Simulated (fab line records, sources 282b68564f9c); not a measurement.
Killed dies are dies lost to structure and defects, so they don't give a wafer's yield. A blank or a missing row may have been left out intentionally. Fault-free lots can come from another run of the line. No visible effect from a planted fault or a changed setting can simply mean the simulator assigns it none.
A lot that was struck, set against a sound lot | flow ritCmos | 44 steps out of a route of 202
Sound: the wafers L373.1, L373.5, L373.6. The struck wafers were L378.4, L378.5, L378.6. At the end, the cause is stated.
At each step with rows: each side's tool, then ch and its chambers, then its first start. Under that, the readings that differ: sound wafers | struck wafers | difference of the means | sigmas: that difference in standard deviations of wafers without a fault.
alike: a reading whose means differ by less than 2 such deviations, as well as words and numbers matching on both sides. not compared: withheld readings; readings where some wafer has no value; bounds like >300 that might hide an equal value; numbers whose values overlap and for which the record gives no deviation.
Wherever a step has rows on one side only, a row that says differs or no value, or a row with sigmas, the two part there. When numbers do not overlap yet have no deviation, they are printed without sigmas and do not part them. A reading that every wafer of one side lacks parts them only if that side has two wafers or more.

first, 2 steps without rows for these wafers: RIT_NLDD_HARDBAKE_07 (time 60 s); RIT_NLDD_IMPLANT_08.
RIT_NLDD_STRIP_09: strips in O2, time 180 s.
  sound on plasmaAsher-01 ch 0,1, day 3 05:22; struck on plasmaAsher-01 ch 0,1, day 4 08:56
  alike: drypumpMotorCurrentA
  not compared: rfHoursCounterH
RIT_NLDD_TW_MEAS_10:
  sound on filmMetro-01, day 3 05:32; struck on filmMetro-04, day 4 09:05
  alike: NLDD_TW
then, 6 steps without rows for these wafers: RIT_PLDD_HMDS_00 (prime time 60 s); RIT_PLDD_COAT_01 (resist thk 1000 nm); RIT_PLDD_SOFTBAKE_02 (time 60 s); RIT_PLDD_EXPOSE_03 (exposes mask M8, target cd 40900 nm); RIT_PLDD_PEB_04; RIT_PLDD_DEVELOP_05 (develop time 50 s).
RIT_PLDD_OVL_MEAS_06:
  sound on overlay-02, day 3 06:37; struck on overlay-02, day 4 09:58
  alike: PLDD_OVL
then, 1 step without rows for these wafers: RIT_PLDD_HARDBAKE_07 (time 60 s).
RIT_PLDD_IMPLANT_08:
  sound on implanter-03 ch 0, day 3 06:48; struck on implanter-03 ch 0, day 4 10:13
reading                  | sound                | struck               | difference | sigmas
beamEnergyKeV            | 19.994 20.001 19.999 | 21.588 21.582 21.585 | +1.587     | +99 or more
model.implant.rpNm (nm)  | 16.85 16.85 16.85    | 18.53 18.53 18.53    | +1.68      | 
model.implant.drpNm (nm) | 9.752 9.752 9.752    | 10.29 10.29 10.29    | +0.54      | 
RIT_PLDD_STRIP_09: strips in O2, time 180 s.
  sound on plasmaAsher-03 ch 0,1, day 3 06:57; struck on plasmaAsher-03 ch 0,1, day 4 10:21
  alike: drypumpMotorCurrentA
  not compared: rfHoursCounterH
RIT_PLDD_TW_MEAS_10:
  sound on filmMetro-04, day 3 07:08; struck on filmMetro-04, day 4 10:30
  alike: PLDD_TW
then, 4 steps without rows for these wafers: RIT_SPACER_CLEAN_00 (cleans in SC1, time 600 s); RIT_SPACER_CLEAN_01 (cleans in dHF, time 30 s); RIT_SPACER_CLEAN_02 (cleans in SC2, time 600 s); RIT_SPACER_CVD_03 (deposits Si3N4 from SiH2Cl2/NH3, target thk 250 nm, time 3300 s).
RIT_SPACER_THK_MEAS_04:
  sound on filmMetro-01, day 3 09:28; struck on filmMetro-02, day 4 12:50
  alike: SPACER_NITRIDE_THK
RIT_SPACER_ETCHBACK_05: etches Si3N4 in SF6/CHF3, stops on SiO2, target depth 250 nm, time 240 s.
  sound on rieDiel-04 ch 0,2, day 3 09:32; struck on rieDiel-04 ch 0,3, day 4 12:52
  alike: drypumpMotorCurrentA, oesProductAu, throttleValvePct
  not compared: rfHoursCounterH
then, 6 steps without rows for these wafers: RIT_NSD_HMDS_00 (prime time 60 s); RIT_NSD_COAT_01 (resist thk 1000 nm); RIT_NSD_SOFTBAKE_02 (time 60 s); RIT_NSD_EXPOSE_03 (exposes mask M9, target cd 40700 nm); RIT_NSD_PEB_04; RIT_NSD_DEVELOP_05 (develop time 50 s).
RIT_NSD_OVL_MEAS_06:
  sound on overlay-01, day 3 10:40; struck on overlay-01, day 4 13:53
  alike: NSD_OVL
then, 2 steps without rows for these wafers: RIT_NSD_HARDBAKE_07 (time 60 s); RIT_NSD_IMPLANT_08.
RIT_NSD_STRIP_09: strips in O2, time 180 s.
  sound on plasmaAsher-01 ch 0,1, day 3 10:59; struck on plasmaAsher-04 ch 0,1, day 4 14:16
  alike: drypumpMotorCurrentA
  not compared: rfHoursCounterH
RIT_NSD_TW_MEAS_10:
  sound on filmMetro-01, day 3 11:10; struck on filmMetro-03, day 4 14:25
  alike: NSD_TW
then, 6 steps without rows for these wafers: RIT_PSD_HMDS_00 (prime time 60 s); RIT_PSD_COAT_01 (resist thk 1000 nm); RIT_PSD_SOFTBAKE_02 (time 60 s); RIT_PSD_EXPOSE_03 (exposes mask M10, target cd 40900 nm); RIT_PSD_PEB_04; RIT_PSD_DEVELOP_05 (develop time 50 s).
RIT_PSD_OVL_MEAS_06:
  sound on overlay-02, day 3 12:12; struck on overlay-01, day 4 15:26
  alike: PSD_OVL
then, 2 steps without rows for these wafers: RIT_PSD_HARDBAKE_07 (time 60 s); RIT_PSD_IMPLANT_08.
RIT_PSD_STRIP_09: strips in O2, time 180 s.
  sound on plasmaAsher-02 ch 0,1, day 3 12:32; struck on plasmaAsher-02 ch 0,1, day 4 15:49
  alike: drypumpMotorCurrentA
  not compared: rfHoursCounterH
RIT_SDANNEAL_RS_MEAS_06: uses a four-point probe to measure.
  sound on filmMetro-01, day 3 13:26; struck on filmMetro-04, day 4 16:43
reading          | sound             | struck            | difference | sigmas
PLDD_RS (ohm/sq) | 178.6 178.1 178.2 | 174.2 173.6 173.9 | -4.4       | -9
RIT_M1_PROBE_99:
  sound on prober-01, day 3 20:35; struck on prober-01, day 4 23:55
reading                           | sound                   | struck                  | difference | sigmas
model.etest.pmosTurned.rOnOhmUm   | 3609 3659 3559          | 3344 3379 3321          | -261       | 
model.etest.pmos_0p15.rOnOhmUm    | 2924 2974 2902          | 2737 2782 2711          | -190       | 
model.etest.pldd.rsOhmSq          | 524.6 515 516           | 425.1 442.2 439.1       | -83.1      | 
model.etest.pldd.lineOhmUm        | 165.2 164.4 164         | 133.9 140.8 137.5       | -27.1      | 
model.etest.pmosTurned.driveUaUm  | 180.1 175.3 182.4       | 196.6 192.1 198.8       | +16.6      | 
model.etest.pmos_0p15.driveUaUm   | 241.7 235.8 243.5       | 254 251.4 259.6         | +15        | 
model.etest.pmos_0p15.offLog10AUm | -10.61 -10.7 -10.5      | -10.38 -10.37 -10.23    | +0.28      | 
model.etest.pmos_0p15.vtSatV (V)  | -0.3237 -0.3355 -0.3257 | -0.3068 -0.3088 -0.2945 | +0.0249    | 
  alike: killedAtFrontEnd, killedDies, killedOpen, killedShort

== WHERE THEY PART ==
At RIT_PLDD_IMPLANT_08 first; at RIT_SDANNEAL_RS_MEAS_06 last (within this record only). Later steps at which nothing parts them and some readings are alike: RIT_M1_PROBE_99.

WHY: the cause the simulator had injected
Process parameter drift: implanter-03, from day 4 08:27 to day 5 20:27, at RIT_PLDD_IMPLANT_08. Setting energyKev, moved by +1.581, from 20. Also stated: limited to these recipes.
